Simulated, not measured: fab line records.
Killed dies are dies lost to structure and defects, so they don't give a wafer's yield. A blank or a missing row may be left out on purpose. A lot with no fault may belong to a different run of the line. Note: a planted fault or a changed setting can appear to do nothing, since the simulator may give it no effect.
Problem report in the 8D (eight disciplines) form, filled by code :: flow berkeley-cmos170 :: the parts of the form that need people (team, actions taken, sign-off) are left out

1. THE ISSUE
Mean PSD_RS at UCB170_SDANNEAL_RS_MEAS_02: 97.06 ohm/sq over 9 wafers in 3 lots; fault-free wafers: 75.58 ohm/sq, standard deviation 0.26. Measured from the usual mean, that is +83 standard deviations.
The step: measures by four-point-probe.
Seen first at day 7 16:30 on film-metro-01, wafer L427.3. The record holds 45 wafers of 15 lots with a number at this step. Rule for "out", or "out of limits": more than 4 standard deviations from the usual mean. Any other wafer with a number is counted as sound.

2. WHAT IT IS AND WHAT IT IS NOT
question: which readings at this step
is: PSD_RS
is not: -

question: which lots
is: L427, L431, L432
is not: L424, L425, L426, L428, L429, L435, L438, L443, L444, L445, L446, L447

question: which wafers of those lots
is: all that have a number
is not: -

question: read on which gauges
is: film-metro-01, film-metro-02
is not: film-metro-04

question: when
is: from day 7 16:30
is not: up to then (12 sound wafers); but 24 sound wafers of L428, L435, L438, L443, L444, L445, L446, L447 came after

3. THE SUSPECTS, EACH WITH WHAT RULES IT OUT
Counting: any tool at a process step up to the reading is kept as a suspect provided that every lot that is out went through it and no sound lot did after the first of them.
- the gauge at UCB170_SDANNEAL_RS_MEAS_02 is ruled out. Those wafers that are out were read across 2 gauges (film-metro-01, film-metro-02).
- rtp-anneal-01 at UCB170_SDANNEAL_RTA_01 (time 5 s): ruled out as a lasting fault. Following L427 (day 7 16:25), the first lot on it that is out, the sound lots L445, L446 were run on it.
Left after counting: nothing in the record.

4. THE CAUSE (what the simulator had put in)
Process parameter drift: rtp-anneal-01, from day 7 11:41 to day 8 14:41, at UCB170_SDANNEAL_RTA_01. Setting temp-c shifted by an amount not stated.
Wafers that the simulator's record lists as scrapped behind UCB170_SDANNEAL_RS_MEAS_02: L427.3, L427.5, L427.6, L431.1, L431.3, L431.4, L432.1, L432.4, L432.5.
Counting ruled it out, wrongly: the rule takes a fault to strike every lot that its tool runs from its start on, and this one did not.

5. THE EFFECT CHAIN, in route order
One row per reading whose mean, taken over the struck wafers that have a number, lies over 3 standard deviations from the usual. Only readings for which the record gives a usual standard deviation are gone through. hours: the time from each lot's start at the first step in this table that gives one to its start at this step, as a median over the lots. sigmas: the change in usual standard deviations.
hours: 0
step: UCB170_SDANNEAL_RTA_01
reading: wafer_temp_C_max
usual: 1053.6
on struck wafers: 1014.5
change: -39.1
sigmas: -33

hours: 0
step: UCB170_SDANNEAL_RS_MEAS_02
reading: PSD_RS
usual: 75.58 ohm/sq
on struck wafers: 97.06
change: +21.48
sigmas: +83
It contains these process steps:
- UCB170_SDANNEAL_RTA_01: time 5 s.

6. HOW IT WOULD HAVE BEEN CAUGHT EARLIER
5 hours passed between the start of the fault at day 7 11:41 and the first reading out of limits at a measuring or inspecting step in this record, taken at day 7 16:30.
The tool's own readings at UCB170_SDANNEAL_RTA_01 were out on every struck wafer that the step has a row for (wafer_temp_C_max): an alarm limit on them would have fired on the first of those.
